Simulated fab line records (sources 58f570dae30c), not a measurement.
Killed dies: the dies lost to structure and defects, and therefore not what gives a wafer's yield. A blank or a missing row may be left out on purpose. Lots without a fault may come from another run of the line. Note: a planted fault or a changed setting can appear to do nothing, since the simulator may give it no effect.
The tool behind it: which one? + flow berkeley_cmos170 + Sampling: 7 lots, 21 wafers, 2 of 331 route steps

== WHAT THE GAUGES READ, wafer by wafer ==
UCB170_NWELL_TW_MEAS_16.
| lot  | measured    | on            | NWELL_TW       |
|------|-------------|---------------|----------------|
| L829 | day 2 14:13 | film_metro-02 | 1227 1228 1232 |
| L831 | day 3 02:29 | film_metro-01 | 1268 1258 1266 |
| L836 | day 4 03:05 | film_metro-02 | 1234 1230 1229 |
| L838 | day 4 12:30 | film_metro-03 | 1236 1232 1232 |
| L841 | day 5 00:02 | film_metro-01 | 1162 1169 1167 |
| L846 | day 5 23:02 | film_metro-02 | 1233 1235 1238 |
| L847 | day 6 07:02 | film_metro-02 | 1240 1244 1245 |

== EACH LOT AND THE TOOL THAT RAN IT (in order: tool; ch and the chambers of the sampled wafers; start) ==
| lot  | UCB170_NWELL_IMPLANT_14        |
|------|--------------------------------|
| L829 | implanter-01 ch 0, day 2 13:58 |
| L831 | implanter-02 ch 0, day 3 02:14 |
| L836 | implanter-02 ch 0, day 4 02:51 |
| L838 | implanter-01 ch 0, day 4 12:15 |
| L841 | implanter-04 ch 0, day 4 23:49 |
| L846 | implanter-01 ch 0, day 5 22:48 |
| L847 | implanter-01 ch 0, day 6 06:47 |
- UCB170_NWELL_IMPLANT_14

== THE ANSWER, worked out from the rows above alone ==
Rule: the usual values come from the lots themselves. The widest of any qualifying gaps counts: lots, ordered by their means at a reading, are off when they make up no more than a third of the lots, leave a main group of 4 or more, and stand apart from it by 3 or more times the standard deviation of that group's means. A main group whose means are all the same, to the digits that the tables above print for the reading, isn't used. Also off: a lot with no number at a reading for which 4 or more lots have one. Where the step has rows for the other lots, those lots are counted as sound.
Off: at UCB170_NWELL_TW_MEAS_16 (NWELL_TW), L841. The main group: mean 1239, standard deviation 12.
If a tool, at a process step before that reading, ran all the lots that are off and no sound lot after the first of them, it fits. Gauges at UCB170_NWELL_TW_MEAS_16: tried the same way as those tools. 2 tools fit, implanter-04 at UCB170_NWELL_IMPLANT_14 and film_metro-01 at UCB170_NWELL_TW_MEAS_16, so this cannot tell which one it is.

== WHAT HAD BEEN PUT IN BY THE SIMULATOR ==
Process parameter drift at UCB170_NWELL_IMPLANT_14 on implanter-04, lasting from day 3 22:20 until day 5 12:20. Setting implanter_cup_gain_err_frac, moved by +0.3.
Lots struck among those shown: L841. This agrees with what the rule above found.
